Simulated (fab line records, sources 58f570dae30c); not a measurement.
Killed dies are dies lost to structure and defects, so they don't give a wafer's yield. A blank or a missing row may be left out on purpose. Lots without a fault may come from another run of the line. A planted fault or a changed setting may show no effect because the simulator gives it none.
A struck lot beside a sound one | flow berkeley_cmos170 | 14 steps out of a route of 331
Sound: wafers L217.3, L217.5, L217.6. Struck: wafers L220.1, L220.2, L220.3. The cause comes at the end.
At each step with rows: each side's tool, then ch and its chambers, then its first start. Under that, the readings that differ: sound wafers | struck wafers | difference of the means | sigmas: that difference in standard deviations of wafers without a fault.
alike: readings whose means differ by less than 2 such deviations, and words and numbers that are the same on both sides. not compared: withheld readings, readings that some wafer has no value for, bounds like >300 that may hide the same value, and numbers for which the record gives no deviation and whose values overlap.
The two part at a step that has a row with sigmas, a row that says differs or no value, or rows on one side only. Numbers that don't overlap but have no deviation are shown without sigmas and don't part them. A reading that every wafer of one side lacks parts them only if that side has two wafers or more.

UCB170_ZERO_ETCH_06: etches SiO2 in CHF3/CF4/Ar, time 12 s.
  sound on rie_diel-03 ch 1,2, day 2 01:20; struck on rie_diel-04 ch 0,1,2, day 2 17:23
  alike: CHF3_flow_sccm, drypump_motor_current_A, oes_product_au, throttle_valve_pct
  not compared: rf_hours_counter_h
UCB170_ZERO_STRIP_07: strips in O2.
  sound on plasma_asher-01 ch 0,1, day 2 01:23; struck on plasma_asher-01 ch 0,1, day 2 17:25
  alike: drypump_motor_current_A, oes_product_au, strip_time_to_endpoint_s
  not compared: rf_hours_counter_h
then, 2 steps without rows for these wafers: UCB170_NWELL_WET_ETCH_00 (etches SiO2 in dHF, time 200 s); UCB170_NWELL_OXIDATION_01 (target thk 26.4 nm, ox time 1260 s).
UCB170_NWELL_THK_MEAS_02:
  sound on film_metro-01, day 2 07:46; struck on film_metro-01, day 2 22:35
  alike: NWELL_OXIDE_THK
then, 2 steps without rows for these wafers: UCB170_NWELL_ANNEAL_03 (time 900 s); UCB170_NWELL_CVD_04 (deposits Si3N4 from SiH2Cl2/NH3, target thk 224 nm, time 3360 s).
UCB170_NWELL_THK_MEAS_05:
  sound on film_metro-04, day 2 15:12; struck on film_metro-01, day 3 06:16
  alike: NWELL_NITRIDE_THK
then, 4 steps without rows for these wafers: UCB170_NWELL_HMDS_06 (prime time 60 s); UCB170_NWELL_COAT_07 (resist thk 900 nm); UCB170_NWELL_SOFTBAKE_08 (time 60 s); UCB170_NWELL_EXPOSE_09 (exposes mask NWELL, target cd 3000 nm).
UCB170_NWELL_PEB_10:
  sound on litho_track-03 ch 0, day 2 16:02; struck on litho_track-01, day 3 07:12
  no value came back on the struck wafers for chill_plate_temp_C (C), exhaust_pa (Pa); on the sound wafers chill_plate_temp_C (C) reads 23.08 23.10 23.02
then, 1 step without rows for these wafers: UCB170_NWELL_DEVELOP_11 (develop time 45 s).

WHERE THEY PART
Only at UCB170_NWELL_PEB_10, within this record.

WHY: what the simulator had put in
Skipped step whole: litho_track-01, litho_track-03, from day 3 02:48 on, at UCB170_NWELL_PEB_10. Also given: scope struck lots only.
